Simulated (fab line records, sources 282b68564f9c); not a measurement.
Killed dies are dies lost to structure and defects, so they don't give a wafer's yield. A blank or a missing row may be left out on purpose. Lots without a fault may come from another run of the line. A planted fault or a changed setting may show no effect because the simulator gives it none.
A struck lot beside a sound one | flow rit_cmos | 21 steps out of a route of 202
Sound: wafers L901.3, L901.5, L901.6. Struck: wafers L913.2, L913.3, L913.6. The cause comes at the end.
At each step with rows: each side's tool, then ch and its chambers, then its first start. Under that, the readings that differ: sound wafers | struck wafers | difference of the means | sigmas: that difference in standard deviations of wafers without a fault.
alike: readings whose means differ by less than 2 such deviations, and words and numbers that are the same on both sides. not compared: withheld readings, readings that some wafer has no value for, bounds like >300 that may hide the same value, and numbers for which the record gives no deviation and whose values overlap.
The two part at a step that has a row with sigmas, a row that says differs or no value, or rows on one side only. Numbers that don't overlap but have no deviation are shown without sigmas and don't part them. A reading that every wafer of one side lacks parts them only if that side has two wafers or more.

first, 1 step without rows for these wafers: RIT_SILICIDE_WET_ETCH_00 (etches SiO2 in BOE, target depth 14 nm, time 15 s).
RIT_SILICIDE_SPUTTER_01: material Ti, target thk 30 nm, time 240 s.
  sound on pvd_sputter-02, day 5 00:14; struck on pvd_sputter-03, day 7 11:29
  alike: throttle_valve_pct
RIT_SILICIDE_RS_MEAS_02: measures by four-point-probe.
  sound on film_metro-03, day 5 00:25; struck on film_metro-01, day 7 11:40
  reading                 | sound          | struck         | difference | sigmas
  SILICIDE_TI_RS (ohm/sq) | 45.3 45.5 46.3 | 48.6 48.4 48.0 | +2.6       | +3
RIT_SILICIDE_THK_MEAS_03: measures by xrf.
  sound on film_metro-03, day 5 00:31; struck on film_metro-01, day 7 11:46
  reading              | sound          | struck         | difference | sigmas
  SILICIDE_TI_THK (nm) | 31.5 31.3 30.9 | 29.6 29.9 29.9 | -1.4       | -3
RIT_SILICIDE_RTA_04: time 10 s, ramp up 5 s, ramp down 5 s.
  sound on rtp_anneal-01 ch 0, day 5 00:35; struck on rtp_anneal-01 ch 0, day 7 11:50
  alike: wafer_temp_C_max
then, 1 step without rows for these wafers: RIT_SILICIDE_WET_ETCH_05 (etches Ti in SPM, time 120 s).
RIT_SILICIDE_RTA_06: time 10 s, ramp up 5 s, ramp down 10 s.
  sound on rtp_anneal-02 ch 0, day 5 00:41; struck on rtp_anneal-02 ch 0, day 7 11:56
  alike: wafer_temp_C_max
RIT_CONTACT_CVD_00: deposits SiO2 from TEOS, target thk 400 nm, time 61 s.
  sound on pecvd-03 ch 0,2, day 5 00:44; struck on pecvd-03 ch 0,2, day 7 12:00
  alike: heater_power_w
RIT_CONTACT_THK_MEAS_01:
  sound on film_metro-04, day 5 00:48; struck on film_metro-03, day 7 12:04
  alike: CONTACT_TEOS_THK
then, 3 steps without rows for these wafers: RIT_CONTACT_HMDS_02 (prime time 60 s); RIT_CONTACT_COAT_03 (resist thk 1000 nm); RIT_CONTACT_SOFTBAKE_04 (time 60 s).
RIT_CONTACT_EXPOSE_05: exposes mask M11, target cd 1000 nm.
  sound on iline_stepper-01 ch 0, day 5 01:28; struck on iline_stepper-01 ch 0, day 7 12:42
  reading              | sound                | struck               | difference | sigmas
  exposure_dose_mJ_cm2 | 249.93 249.84 249.75 | 242.22 242.58 242.34 | -7.46      | -30
  alike: mask
then, 2 steps without rows for these wafers: RIT_CONTACT_PEB_06; RIT_CONTACT_DEVELOP_07 (develop time 120 s).
RIT_CONTACT_CD_MEAS_08: target cd 1000 nm.
  sound on cd_sem-02, day 5 01:58; struck on cd_sem-01, day 7 13:13
  reading    | sound             | struck            | difference | sigmas
  cd_nm (nm) | 998.5 998.6 999.9 | 989.2 988.5 989.9 | -9.8       | -4
RIT_CONTACT_OVL_MEAS_09:
  sound on overlay-02, day 5 02:04; struck on overlay-01, day 7 13:20
  alike: CONTACT_OVL
then, 1 step without rows for these wafers: RIT_CONTACT_HARDBAKE_10 (time 60 s).
RIT_CONTACT_ETCH_11: etches SiO2 in CHF3/CF4/Ar, stops on TiSi2, target depth 480 nm, time 320 s.
  sound on rie_diel-02 ch 0,1,3, day 5 02:14; struck on rie_diel-02 ch 1,3, day 7 13:31
  reading                  | sound            | struck            | difference | sigmas
  model.CONTACT.cd_nm (nm) | 997.9 998.8 1000 | 988.9 988.7 989.3 | -9.9       |
  alike: chamber_pressure_mTorr, drypump_motor_current_A, oes_product_au, throttle_valve_pct
  not compared: rf_hours_counter_h
RIT_CONTACT_STRIP_12: strips in O2, time 180 s.
  sound on plasma_asher-03 ch 0,1, day 5 02:29; struck on plasma_asher-04 ch 0,1, day 7 13:42
  alike: chamber_pressure_mTorr, drypump_motor_current_A
  not compared: rf_hours_counter_h
RIT_M1_PROBE_99:
  sound on prober-01, day 5 07:20; struck on prober-02, day 7 18:25
  alike: killed_at_contacts, killed_at_front_end, killed_dies, killed_open, killed_short
  not compared: model.etest.contact_to_gate.bv_right_v

WHERE THEY PART
First at RIT_SILICIDE_RS_MEAS_02; last, within this record, at RIT_CONTACT_CD_MEAS_08. Later steps at which nothing parts them and some readings are alike: RIT_CONTACT_OVL_MEAS_09, RIT_CONTACT_ETCH_11, RIT_CONTACT_STRIP_12, RIT_M1_PROBE_99.

WHY: what the simulator had put in
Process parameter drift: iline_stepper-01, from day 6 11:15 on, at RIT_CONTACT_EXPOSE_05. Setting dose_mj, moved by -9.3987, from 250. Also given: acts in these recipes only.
